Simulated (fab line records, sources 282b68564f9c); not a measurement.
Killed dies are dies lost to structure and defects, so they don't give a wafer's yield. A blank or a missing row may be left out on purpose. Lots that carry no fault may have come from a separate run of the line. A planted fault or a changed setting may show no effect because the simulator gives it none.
Which tool did it? | flow rit cmos | 13 lots, 37 wafers sampled, at 3 steps of a route of 202

WHAT THE GAUGES READ, wafer by wafer
RIT_SDANNEAL_RS_MEAS_04: measurement is done with a four-point probe.
lot  | measured    | on            | PSD_RS (ohm/sq)
L621 | day 3 07:11 | film metro-04 | 116.5 116.1 116.1
L622 | day 3 16:13 | film metro-02 | 115.9 115.9 116.1
L624 | day 4 00:37 | film metro-04 | 116.1 115.8 115.8
L628 | day 5 11:21 | film metro-04 | 115.9
L630 | day 5 23:53 | film metro-04 | 115.7 115.9 116.0
L632 | day 6 13:43 | film metro-02 | 115.6 115.8 116.0
L635 | day 6 20:13 | film metro-04 | 115.7 116.4 116.1
L634 | day 6 20:28 | film metro-02 | 115.6 115.4 115.5
L639 | day 7 16:36 | film metro-02 | 115.6 115.4 115.5
L640 | day 7 17:21 | film metro-01 | 116.5 116.2 116.3
L642 | day 8 02:02 | film metro-02 | 115.7 115.9 115.9
L644 | day 8 06:12 | film metro-02 | 115.5 115.2 115.3
L643 | day 8 07:15 | film metro-02 | 115.9 115.7 115.6

RIT_SDANNEAL_RS_MEAS_07: measurement is done with a four-point probe.
lot  | measured    | on            | NLDD_RS (ohm/sq)
L621 | day 3 07:32 | film metro-04 | 151.4 151.2 152.2
L622 | day 3 16:35 | film metro-02 | 152.2 152.0 152.0
L624 | day 4 00:59 | film metro-04 | 151.9 151.8 152.1
L628 | day 5 11:43 | film metro-04 | 151.9
L630 | day 6 00:14 | film metro-04 | 151.1 152.5 151.6
L632 | day 6 14:04 | film metro-02 | 150.6 150.4 150.7
L635 | day 6 20:34 | film metro-04 | 151.5 151.3 151.3
L634 | day 6 20:50 | film metro-02 | 151.4 152.2 151.6
L639 | day 7 16:58 | film metro-02 | 151.5 152.3 152.2
L640 | day 7 17:43 | film metro-01 | 151.5 152.1 152.1
L642 | day 8 02:23 | film metro-02 | 151.0 151.3 151.6
L644 | day 8 06:34 | film metro-02 | 151.2 151.1 150.8
L643 | day 8 07:37 | film metro-02 | 151.4 150.8 151.0

RIT_CONTACT_THK_MEAS_01.
lot  | measured    | on            | CONTACT_TEOS_THK (nm)
L621 | day 3 08:14 | film metro-02 | 410 421 416
L622 | day 3 17:20 | film metro-03 | 414 422 426
L624 | day 4 01:40 | film metro-03 | 415 410 421
L628 | day 5 12:20 | film metro-02 | 416
L630 | day 6 00:55 | film metro-04 | 411 412 421
L632 | day 6 14:49 | film metro-02 | 416 414 420
L635 | day 6 21:14 | film metro-02 | 412 421 424
L634 | day 6 21:30 | film metro-04 | 419 423 419
L639 | day 7 17:39 | film metro-04 | 416 420 423
L640 | day 7 18:23 | film metro-04 | 414 422 422
L642 | day 8 03:04 | film metro-02 | 419 426 422
L644 | day 8 07:14 | film metro-03 | 413 421 413
L643 | day 8 08:17 | film metro-04 | 407 418 419

WHICH TOOL RAN EACH LOT (tool, then ch and the chambers of the sampled wafers, then the start)
There is no process step in the record ahead of these readings.

AS READ BY THE TOOLS THEMSELVES (means over the sampled wafers that have a number; for cases with no such wafer, the mark the record gives instead)
The record holds no such reading with a usual standard deviation.

THE ANSWER, worked out from the rows above alone
Rule: the lots themselves supply what counts as usual. Put in order of their means at a reading, lots are off if they are a third of the lots or fewer, leave a main group of 4 or more, and stand apart from it by a gap of 3 or more times the standard deviation of the main group's means; of several such gaps the widest counts. The tables above print the reading to a certain number of digits; a main group whose means all agree to those digits is not used. Also off: a lot with no number at a reading for which 4 or more lots have one. The other lots that the step has rows for count as sound. Order of review: gauges by route order, followed by the tools' own readings, for which a lot's mean as printed above is used. The first step at which some lot is off is used, and at that step the reading that is off furthest; a lot without a number counts as furthest.
Across all readings shown, no lot is off: no conclusion can be drawn from this.

WHAT THE SIMULATOR PUT IN
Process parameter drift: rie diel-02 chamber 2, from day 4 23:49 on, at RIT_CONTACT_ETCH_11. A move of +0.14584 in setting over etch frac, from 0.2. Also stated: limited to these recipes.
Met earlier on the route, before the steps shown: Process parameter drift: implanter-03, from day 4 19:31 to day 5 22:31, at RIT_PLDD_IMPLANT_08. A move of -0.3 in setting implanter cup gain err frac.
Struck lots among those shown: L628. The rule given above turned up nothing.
